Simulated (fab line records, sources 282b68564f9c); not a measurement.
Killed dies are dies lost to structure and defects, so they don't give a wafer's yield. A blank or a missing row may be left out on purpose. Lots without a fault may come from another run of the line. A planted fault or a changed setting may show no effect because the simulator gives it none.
fab line records | flow rit_cmos
record lots=15 wafers=45 last_day=7
route steps=202 shown PSD@146
lots that met no fault: from a run of the same line without faults
start_h: hours from the record's first day to the start of the lot's first wafer shown | wait_h: hours since the lot's step before | " the same as in the row above | L1.1+2: a row that stands for several wafers | - no value, or no start given | * or withheld: withheld | < > ~ a bound
route shown NAME@n: a module of which the file shows steps, and the number in the route of the first | usual: mean/standard deviation of fault-free wafers | same: alike in all rows | chamber/n: place in a boat | sites: the reading at each site | _std_site: their standard deviation | _edge_site: outer sites' mean less inner sites' | radius_mm: how far each site lies from the wafer's centre | mask NAME#n: copy n | behind: the tool/chamber that last shaped the wafer | hold: why the lot was held/for how many hours/how that ended | device: the transistor (n, p or np) that didn't switch | end of line: the same wafers' tests at the end of the route | a step without rows: its recipe alone | killed: dies lost to structure and defects at the first sort, not the wafer's yield | map: a wafer's dies, x killed, . not, _ none there
set.NAME: the setting as run; set.NAME@STEP: as run at that earlier step | model.NAME: the simulator's own value behind a step, which no gauge read
steps of the route over a sample of lots; a table a step, a row a wafer
## steps
# step RIT_PSD_PEB_04
# recipe resist=NOVOLAK temp_c=withheld time_s=withheld
# usual chill_plate_temp_C=* exhaust_pa=44.9/0.81
# columns lot.wafer tool chamber start_h wait_h chill_plate_temp_C exhaust_pa
L573.1 litho_track-01 0 50.72 0.1 * 44.1
L573.3 " 0 " " * 45.8
L573.4 " 0 " " * 43.9
L577.1 litho_track-01 0 70.91 0.1 * 45.8
L577.4 " 0 " " * 45.7
L577.5 " 0 " " * 45.2
L578.2 litho_track-02 0 74.66 0.1 * 43.8
L578.3 " 0 " " * 43.2
L578.5 " 0 " " * 44.7
L580.2 litho_track-01 0 89.02 0.1 * 45.1
L580.5 " 0 " " * 44.8
L580.6 " 0 " " * 45.1
L583.2 litho_track-01 - 100.81 0.2 - -
L583.3 " - " " - -
L583.4 " - " " - -
L584.2 litho_track-04 - 107.86 0.1 - -
L584.5 " - " " - -
L584.6 " - " " - -
L585.3 litho_track-02 - 113.98 0.3 - -
L585.5 " - " " - -
L585.6 " - " " - -
L588.1 litho_track-01 0 127.13 0.1 * 45.3
L588.3 " 0 " " * 44.0
L588.5 " 0 " " * 45.1
L589.1 litho_track-01 0 134.26 0.2 * 44.1
L589.4 " 0 " " * 45.3
L589.5 " 0 " " * 45.3
L590.1 litho_track-02 0 139.14 0.1 * 44.3
L590.4 " 0 " " * 44.4
L590.6 " 0 " " * 45.4
L591.3 litho_track-01 0 141.52 0.1 * 44.4
L591.4 " 0 " " * 44.7
L591.5 " 0 " " * 45.3
L592.1 litho_track-02 0 144.49 0.2 * 45.4
L592.2 " 0 " " * 46.2
L592.4 " 0 " " * 45.2
L594.3 litho_track-02 0 156.98 0.1 * 45.1
L594.4 " 0 " " * 45.0
L594.6 " 0 " " * 44.9
L595.2 litho_track-01 0 161.45 0.2 * 43.6
L595.3 " 0 " " * 42.7
L595.5 " 0 " " * 44.5
L596.2 litho_track-01 0 168.82 0.1 * 46.1
L596.5 " 0 " " * 46.2
L596.6 " 0 " " * 44.6
## key
first_sign step=RIT_PSD_PEB_04 reading=tool_record direction=missing
effect none on later readings
met_at RIT_PSD_PEB_04
struck_lots L583,L584,L585
sort_left_out L583.2,L583.3,L583.4,L584.2,L584.5,L584.6,L585.3,L585.5,L585.6
tester_left_out L583,L584,L585
onset_between 89.02 100.81
fault kind=skipped_step_whole tool=litho_track-01,litho_track-02,litho_track-04 chamber=- onset_h=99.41 steps=RIT_PSD_PEB_04 scope=struck_lots_only
# tester_left_out: of these lots the tester's yield and bins aren't shown, on N5 and GAA mostly nor the transistor test; their killed dies are dies lost to structure and defects alone, not to doping, threshold or leakage, so they don't give the yield
# sort_left_out: the simulated sort isn't trusted on such a fault, so these wafers' sort isn't shown, and their yield isn't known
